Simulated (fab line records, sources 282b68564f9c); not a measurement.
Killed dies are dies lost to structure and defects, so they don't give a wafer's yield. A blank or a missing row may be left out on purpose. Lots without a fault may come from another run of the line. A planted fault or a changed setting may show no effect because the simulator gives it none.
fab line records | flow rit_cmos
record lots=15 wafers=45 last_day=7
route steps=202 shown CONTACT@180 M1@202
lots that met no fault: from a run of the same line without faults
start_h: hours from the record's first day to the start of the lot's first wafer shown | wait_h: hours since the lot's step before | " the same as in the row above | L1.1+2: a row that stands for several wafers | - no value, or no start given | * or withheld: withheld | < > ~ a bound
route shown NAME@n: a module of which the file shows steps, and the number in the route of the first | usual: mean/standard deviation of fault-free wafers | same: alike in all rows | chamber/n: place in a boat | sites: the reading at each site | _std_site: their standard deviation | _edge_site: outer sites' mean less inner sites' | radius_mm: how far each site lies from the wafer's centre | mask NAME#n: copy n | behind: the tool/chamber that last shaped the wafer | hold: why the lot was held/for how many hours/how that ended | device: the transistor (n, p or np) that didn't switch | end of line: the same wafers' tests at the end of the route | a step without rows: its recipe alone | killed: dies lost to structure and defects at the first sort, not the wafer's yield | map: a wafer's dies, x killed, . not, _ none there
set.NAME: the setting as run; set.NAME@STEP: as run at that earlier step | model.NAME: the simulator's own value behind a step, which no gauge read
steps of the route over a sample of lots; a table a step, a row a wafer
services: from which hour (start_h, from the record's first day; less than 0 if before it) a tool's chamber was out of use, for how many hours, and why
## steps
# step RIT_CONTACT_STRIP_12
# recipe chemistry=O2 time_s=180 resist=NOVOLAK platen_temp_c=withheld power_w=500 pressure_mtorr=4000 o2_flow_sccm=4000
# usual drypump_motor_current_A=5.4/0.49 run_length_s=208.4/0.45
# columns lot.wafer tool chamber start_h wait_h drypump_motor_current_A rf_hours_counter_h run_length_s
L137.1 plasma_asher-02 1 55.98 0.1 6.0 40 208.1
L137.4 " 0 " " 5.9 - 207.9
L137.6 " 1 " " 6.0 - 207.9
L138.1 plasma_asher-02 0 58.77 0.1 5.9 40 208.0
L138.3 " 1 " " 6.0 - 208.1
L138.4 " 0 " " 5.9 - 208.5
L139.2 plasma_asher-02 0 63.72 0.1 5.9 41 208.1
L139.4 " 0 " " 5.9 - 207.9
L139.6 " 1 " " 6.0 - 207.9
L140.3 plasma_asher-02 1 71.83 0.2 6.0 - 207.8
L140.4 " 0 " " 5.9 - 208.2
L140.5 " 1 " " 6.0 - 208.2
L141.2 plasma_asher-01 1 73.98 0.1 4.8 45 208.2
L141.4 " 0 " " 5.4 - 208.8
L141.6 " 1 " " 4.8 - 208.4
L142.1 plasma_asher-01 0 84.51 0.1 5.4 47 209.2
L142.2 " 1 " " 4.8 47 208.2
L142.5 " 0 " " 5.4 - 209.0
L143.1 plasma_asher-02 0 86.28 0.1 5.9 44 208.2
L143.2 " 1 " " 6.0 44 208.0
L143.6 " 0 " " 5.9 - 207.9
L144.3 plasma_asher-01 1 89.26 0.2 4.8 - 208.7
L144.4 " 0 " " 5.4 - 197.7
L144.6 " 0 " " 5.4 - 197.8
L145.2 plasma_asher-01 0 94.64 0.1 5.4 48 197.7
L145.3 " 0 " " 5.4 - 198.1
L145.6 " 0 " " 5.4 - 197.7
L147.1 plasma_asher-01 0 107.33 0.1 5.4 49 197.9
L147.2 " 1 " " 4.8 49 208.2
L147.6 " 1 " " 4.8 - 208.3
L154.1 plasma_asher-03 0 138.51 0.1 5.0 52 207.9
L154.2 " 1 " " 5.9 52 208.8
L154.6 " 1 " " 5.9 - 208.5
L155.2 plasma_asher-02 1 144.78 0.1 6.0 2 208.0
L155.4 " 1 " " 6.0 - 207.8
L155.6 " 1 " " 6.0 - 208.1
L158.2 plasma_asher-03 1 159.46 0.1 5.9 54 208.5
L158.3 " 0 " " 4.9 - 208.9
L158.4 " 1 " " 5.9 - 208.9
L159.2 plasma_asher-01 0 164.64 0.1 5.4 56 209.0
L159.4 " 0 " " 5.4 - 208.8
L159.5 " 1 " " 4.8 - 208.2
L160.3 plasma_asher-03 0 173.14 0.2 5.0 - 208.1
L160.4 " 1 " " 5.9 - 209.1
L160.5 " 1 " " 5.9 - 208.5
# step RIT_M1_PROBE_99
# usual killed_at_contacts=0.0/0.2 killed_at_front_end=6.6/2.9 killed_dies=6.6/3 killed_open=3.4/2 killed_short=3.2/2
# same gross_dies=264 killed_at_M0_to_M3=0 killed_at_M4_up=0 killed_at_back_side=0 killed_at_other=0
# columns lot.wafer tool chamber start_h wait_h killed_at_contacts killed_at_front_end killed_dies killed_open killed_short
L145.2 prober-02 - 99.50 0.1 0 6 6 4 2
L145.3 prober-02 - 99.55 0.2 0 5 5 3 2
L145.6 prober-02 - 99.70 0.2 0 8 8 3 5
# killed by level:class
L145.2 GATE:geometric_particle:open=2 FOX2:geometric_particle:open=1 GATE:geometric_particle:short=1 SPACER:geometric_particle:open=1 SILICIDE:geometric_particle:short=1
L145.3 GATE:geometric_particle:open=3 GATE:geometric_particle:short=1 REOX:geometric_particle:short=1
L145.6 FOX1:geometric_particle:short=2 FOX2:geometric_particle:open=1 FOX2:geometric_particle:short=1 GATE:geometric_particle:short=1 GATE:geometric_particle:open=1 SILICIDE:geometric_particle:open=1 SILICIDE:geometric_particle:short=1
## services
# columns tool chamber start_h hours kind
plasma_asher-02 - 43.47 2.2 repair
plasma_asher-03 - 68.20 8.0 repair
plasma_asher-01 - 90.33 1.3 repair
plasma_asher-02 - 108.75 9.0 pm
plasma_asher-02 0 108.75 9.0 vent_cycle
plasma_asher-02 1 108.75 9.0 vent_cycle
plasma_asher-02 0 117.75 - clean
plasma_asher-02 1 117.75 - clean
plasma_asher-02 - 135.05 4.4 repair
## key
first_sign step=RIT_CONTACT_STRIP_12 reading=run_length_s direction=down sigmas=23 usual=* struck=*
effect none on later readings
met_at RIT_CONTACT_STRIP_12
struck_lots L144,L145,L147
struck_wafers L144.4,L144.6,L145.2,L145.3,L145.6,L147.1
tester_left_out L144,L145,L147
onset_between 84.51 89.26
fault kind=process_parameter_drift tool=plasma_asher-01 chamber=0 onset_h=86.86 steps=RIT_CONTACT_STRIP_12 channel=time_s offset=* shape=step end_h=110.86 acts_in=* stated=*
# tester_left_out: of these lots the tester's yield and bins aren't shown, on N5 and GAA mostly nor the transistor test; their killed dies are dies lost to structure and defects alone, not to doping, threshold or leakage, so they don't give the yield
